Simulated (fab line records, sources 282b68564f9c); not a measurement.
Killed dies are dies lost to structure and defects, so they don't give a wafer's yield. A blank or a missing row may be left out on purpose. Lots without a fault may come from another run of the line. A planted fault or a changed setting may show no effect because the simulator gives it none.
Chamber matching | flow rit_cmos | RIT_SPACER_ETCHBACK_05 on rie_diel-01: 4 sister chambers
The step etches Si3N4 in SF6/CHF3, stops on SiO2, target depth 250 nm, time 240 s. 4 wafers are shown with their chamber, then 8 later ones without.

WAFERS WITH THEIR CHAMBER
wafer  | chamber | throttle_valve_pct (%)
L818.2 | 1       | 10.25
L819.2 | 2       | 10.23
L819.3 | 3       | 10.07
L821.1 | 0       | 10.23

WAFERS WITHOUT THEIR CHAMBER
wafer  | throttle_valve_pct (%)
L821.5 | 10.06
L821.6 | 10.23
L822.2 | 10.23
L822.4 | 10.07
L822.5 | 10.22
L825.3 | 10.22
L825.4 | 10.26
L825.5 | 10.21

WHICH CHAMBER EACH WENT THROUGH
wafer  | from the rows above     | in truth
L821.5 | 3                       | 3
L821.6 | can't be placed: 0 or 2 | 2
L822.2 | can't be placed: 0 or 2 | 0
L822.4 | 3                       | 3
L822.5 | can't be placed: 0 or 2 | 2
L825.3 | can't be placed: 0 or 2 | 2
L825.4 | 1                       | 1
L825.5 | can't be placed: 0 or 2 | 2
Placed correctly: 3 of 8. Can't be placed from these rows: 5 (the true chamber is among the candidates in 5). Placed wrongly: 0.
How it was worked out, from the rows above alone: a wafer's distance from a chamber is the root of the sum, over the readings, of the square of ((its reading less the chamber's mean) divided by the reading's scatter). The wafer belongs to the nearest chamber; if the next one is less than 2 further off, it can't be placed. A chamber's mean is the mean of its shown wafers. The scatter: with one shown wafer a chamber, the root of the mean of the squares of how far each hidden wafer lies from its nearest shown one.
